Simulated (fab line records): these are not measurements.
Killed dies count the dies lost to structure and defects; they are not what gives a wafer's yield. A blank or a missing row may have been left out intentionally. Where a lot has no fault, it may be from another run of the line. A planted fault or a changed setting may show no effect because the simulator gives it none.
What tool caused it? + flow ritCmos + 15 lots, 45 wafers sampled, at 4 steps of a route of 202

## WHAT THE GAUGES READ, wafer by wafer
RIT_M1_RS_MEAS_01: the measuring method here is four-point-probe. Usual: M1_AL_RS typically reads 0.0735 ohm/sq, with standard deviation 0.00083.
| lot  | measured    | on           | M1_AL_RS (ohm/sq)    | flag |
|------|-------------|--------------|----------------------|------|
| L628 | day 3 09:44 | filmMetro-04 | 0.0742 0.0747 0.0748 |      |
| L629 | day 3 11:55 | filmMetro-02 | 0.0738 0.0748 0.0745 |      |
| L631 | day 3 22:19 | filmMetro-02 | 0.0740 0.0733 0.0738 |      |
| L632 | day 4 02:05 | filmMetro-01 | 0.0748 0.0748 0.0740 |      |
| L633 | day 4 05:53 | filmMetro-02 | 0.0737 0.0736 0.0731 |      |
| L634 | day 4 13:52 | filmMetro-02 | 0.0743 0.0741 0.0740 |      |
| L636 | day 4 23:16 | filmMetro-02 | 0.0722 0.0722 0.0723 |      |
| L638 | day 5 09:31 | filmMetro-01 | 0.0741 0.0744 0.0739 |      |
| L639 | day 5 18:26 | filmMetro-04 | 0.0731 0.0744 0.0729 |      |
| L643 | day 6 10:17 | filmMetro-04 | 0.0724 0.0736 0.0728 |      |
| L644 | day 6 17:09 | filmMetro-01 | 0.0739 0.0737 0.0737 |      |
| L646 | day 7 07:02 | filmMetro-02 | 0.0738 0.0735 0.0737 |      |
| L648 | day 8 06:55 | filmMetro-04 | 0.0743 0.0736 0.0741 |      |
| L649 | day 8 17:29 | filmMetro-04 | 0.0721 0.0723 0.0725 |      |
| L650 | day 8 19:30 | filmMetro-01 | 0.0737 0.0743 0.0738 |      |

## WHAT TOOL EACH LOT RAN ON (gives the tool, then ch and the chambers of the sampled wafers, and finally the start)
| lot  | RIT_ACTIVE_ETCH_13               | RIT_PWELL_STRIP_09                 | RIT_NRETRO_STRIP_09                |
|------|----------------------------------|------------------------------------|------------------------------------|
| L628 | rieDiel-01 ch 1,2,3, day 1 18:13 | plasmaAsher-01 ch 0,1, day 2 02:28 | plasmaAsher-02 ch 0,1, day 2 09:55 |
| L629 | rieDiel-02 ch 0,1,3, day 1 20:25 | plasmaAsher-02 ch 0,1, day 2 05:44 | plasmaAsher-02 ch 0,1, day 2 12:46 |
| L631 | rieDiel-02 ch 0,3, day 2 05:50   | plasmaAsher-01 ch 0,1, day 2 14:47 | plasmaAsher-04 ch 0,1, day 2 21:40 |
| L632 | rieDiel-01 ch 0,3, day 2 12:29   | plasmaAsher-01 ch 0,1, day 2 20:21 | plasmaAsher-04 ch 0,1, day 3 03:14 |
| L633 | rieDiel-04 ch 0,1,3, day 2 15:49 | plasmaAsher-02 ch 0,1, day 2 23:32 | plasmaAsher-02 ch 0,1, day 3 06:32 |
| L634 | rieDiel-04 ch 1,3, day 2 21:01   | plasmaAsher-01 ch 0,1, day 3 06:41 | plasmaAsher-02 ch 0,1, day 3 13:33 |
| L636 | rieDiel-02 ch 0,2,3, day 3 07:26 | plasmaAsher-01 ch 0,1, day 3 16:08 | plasmaAsher-02 ch 0,1, day 3 23:47 |
| L638 | rieDiel-02 ch 1,2,3, day 3 16:43 | plasmaAsher-01 ch 1, day 4 00:08   | plasmaAsher-04 ch 0, day 4 08:08   |
| L639 | rieDiel-02 ch 0,1, day 3 21:50   | plasmaAsher-03 ch 0,1, day 4 07:44 | plasmaAsher-02 ch 0,1, day 4 14:42 |
| L643 | rieDiel-02 ch 0,2, day 4 17:45   | plasmaAsher-02 ch 0,1, day 5 03:32 | plasmaAsher-03 ch 0,1, day 5 10:27 |
| L644 | rieDiel-02 ch 0,2, day 5 00:35   | plasmaAsher-01 ch 0,1, day 5 08:10 | plasmaAsher-03 ch 0,1, day 5 15:38 |
| L646 | rieDiel-04 ch 0,1,2, day 5 09:36 | plasmaAsher-01 ch 0,1, day 5 17:48 | plasmaAsher-04 ch 0,1, day 6 01:40 |
| L648 | rieDiel-01 ch 0,1,2, day 5 18:58 | plasmaAsher-01 ch 0,1, day 6 04:17 | plasmaAsher-02 ch 0,1, day 6 12:36 |
| L649 | rieDiel-01 ch 1,2,3, day 6 01:01 | plasmaAsher-03 ch 1, day 6 14:44   | plasmaAsher-03 ch 0,1, day 7 01:53 |
| L650 | rieDiel-01 ch 0,1,3, day 6 04:59 | plasmaAsher-01 ch 0, day 6 15:10   | plasmaAsher-02 ch 0,1, day 7 02:07 |
- RIT_ACTIVE_ETCH_13: etches Si3N4 in SF6, stops on SiO2, time 210 s, target depth 210 nm.
- RIT_PWELL_STRIP_09: strips in O2, time 180 s.
- RIT_NRETRO_STRIP_09: strips in O2, time 180 s.

## WHAT THE TOOLS THEMSELVES READ (means of the sampled wafers that have a number; where no wafer has one, the mark that the record gives instead)
RIT_ACTIVE_ETCH_13. Usual: drypumpMotorCurrentA 5.7 A, standard deviation 0.47; oesProductAu 0.818 a.u., standard deviation 0.012; rfFwdPowerW 124.5 W, standard deviation 0.38; runLengthS 238.3 s, standard deviation 0.34; throttleValvePct 7.50 %, standard deviation 0.12.
| lot  | tool       | drypumpMotorCurrentA (A) | oesProductAu (a.u.) | rfFwdPowerW (W) | runLengthS (s) | throttleValvePct (%) | flag |
|------|------------|--------------------------|---------------------|-----------------|----------------|----------------------|------|
| L628 | rieDiel-01 | 5.9                      | 0.812               | 124.6           | 238.3          | 7.43                 |      |
| L629 | rieDiel-02 | 5.4                      | 0.815               | 124.3           | 238.1          | 7.52                 |      |
| L631 | rieDiel-02 | 5.5                      | 0.804               | 124.9           | 238.4          | 7.49                 |      |
| L632 | rieDiel-01 | 5.8                      | 0.816               | 124.4           | 238.5          | 7.50                 |      |
| L633 | rieDiel-04 | 6.1                      | 0.826               | 124.1           | 238.7          | 7.59                 |      |
| L634 | rieDiel-04 | 6.0                      | 0.829               | 124.2           | 238.7          | 7.63                 |      |
| L636 | rieDiel-02 | 5.2                      | 0.822               | 124.3           | 238.0          | 7.50                 |      |
| L638 | rieDiel-02 | 5.3                      | 0.816               | 124.3           | 238.3          | 7.46                 |      |
| L639 | rieDiel-02 | 5.3                      | 0.997               | -               | 183.5          | 7.55                 | OFF  |
| L643 | rieDiel-02 | 5.0                      | 1.000               | -               | 183.5          | 7.51                 | OFF  |
| L644 | rieDiel-02 | 5.0                      | 1.002               | -               | 183.3          | 7.51                 | OFF  |
| L646 | rieDiel-04 | 5.8                      | 0.829               | 124.4           | 238.2          | 7.52                 |      |
| L648 | rieDiel-01 | 6.0                      | 0.805               | 124.4           | 238.5          | 7.54                 |      |
| L649 | rieDiel-01 | 5.9                      | 0.803               | 124.6           | 238.4          | 7.44                 |      |
| L650 | rieDiel-01 | 5.7                      | 0.812               | 124.3           | 238.3          | 7.43                 |      |

RIT_PWELL_STRIP_09. Usual: drypumpMotorCurrentA 5.7 A, standard deviation 0.39.
| lot  | tool           | drypumpMotorCurrentA (A) | flag |
|------|----------------|--------------------------|------|
| L628 | plasmaAsher-01 | 5.6                      |      |
| L629 | plasmaAsher-02 | 5.7                      |      |
| L631 | plasmaAsher-01 | 5.6                      |      |
| L632 | plasmaAsher-01 | 5.4                      |      |
| L633 | plasmaAsher-02 | 6.1                      |      |
| L634 | plasmaAsher-01 | 5.6                      |      |
| L636 | plasmaAsher-01 | 5.4                      |      |
| L638 | plasmaAsher-01 | 5.2                      |      |
| L639 | plasmaAsher-03 | 6.2                      |      |
| L643 | plasmaAsher-02 | 6.1                      |      |
| L644 | plasmaAsher-01 | 5.5                      |      |
| L646 | plasmaAsher-01 | 5.6                      |      |
| L648 | plasmaAsher-01 | 5.4                      |      |
| L649 | plasmaAsher-03 | 6.1                      |      |
| L650 | plasmaAsher-01 | 5.8                      |      |

RIT_NRETRO_STRIP_09. Usual: drypumpMotorCurrentA 5.8 A, standard deviation 0.48.
| lot  | tool           | drypumpMotorCurrentA (A) | flag |
|------|----------------|--------------------------|------|
| L628 | plasmaAsher-02 | 5.7                      |      |
| L629 | plasmaAsher-02 | 5.7                      |      |
| L631 | plasmaAsher-04 | 5.3                      |      |
| L632 | plasmaAsher-04 | 5.3                      |      |
| L633 | plasmaAsher-02 | 6.1                      |      |
| L634 | plasmaAsher-02 | 5.7                      |      |
| L636 | plasmaAsher-02 | 6.1                      |      |
| L638 | plasmaAsher-04 | 5.2                      |      |
| L639 | plasmaAsher-02 | 6.1                      |      |
| L643 | plasmaAsher-03 | 6.1                      |      |
| L644 | plasmaAsher-03 | 6.2                      |      |
| L646 | plasmaAsher-04 | 5.2                      |      |
| L648 | plasmaAsher-02 | 6.1                      |      |
| L649 | plasmaAsher-03 | 6.2                      |      |
| L650 | plasmaAsher-02 | 5.7                      |      |

## THE ANSWER, worked out from the rows above alone
Rule: lot off if the mean of its wafers having a number is beyond 3 standard deviations from the usual mean. Also off: a lot with no number at a reading for which 4 or more lots have one. The other lots that the step has rows for count as sound. First the gauges in route order, then the tools' own readings, where a lot's mean is used as printed above. The first step at which some lot is off is used, and at that step the reading that is off furthest; a lot without a number counts as furthest.
Off: L639, L643, L644, at RIT_ACTIVE_ETCH_13 (rfFwdPowerW). Without a number there: L639, L643, L644.
If a tool, at that step or one of the process steps before it, ran each lot that is off and ran no sound lot following the first of them, it fits. One candidate fits, namely rieDiel-02 at RIT_ACTIVE_ETCH_13. A fault onset in the window from L638 (day 3 16:43, its last sound lot) to L639 (day 3 21:50, its first lot off) fits.
The tool's own readings at RIT_ACTIVE_ETCH_13 bear it out: on the lots that are off they differ by more than 5 times the standard deviation of the sound lots' means. oesProductAu reads 1.000 a.u. there against 0.816 a.u. on the sound lots; runLengthS reads 183.4 s there against 238.4 s on the sound lots.
Blank at RIT_ACTIVE_ETCH_13 on the lots that are off, where sound lots have numbers: rfFwdPowerW.

## WHAT THE SIMULATOR HAD INSERTED
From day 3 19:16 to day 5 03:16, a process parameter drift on rieDiel-02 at RIT_ACTIVE_ETCH_13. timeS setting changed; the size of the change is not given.
Struck lots among those shown: L639, L643, L644. This agrees with what the rule above found.
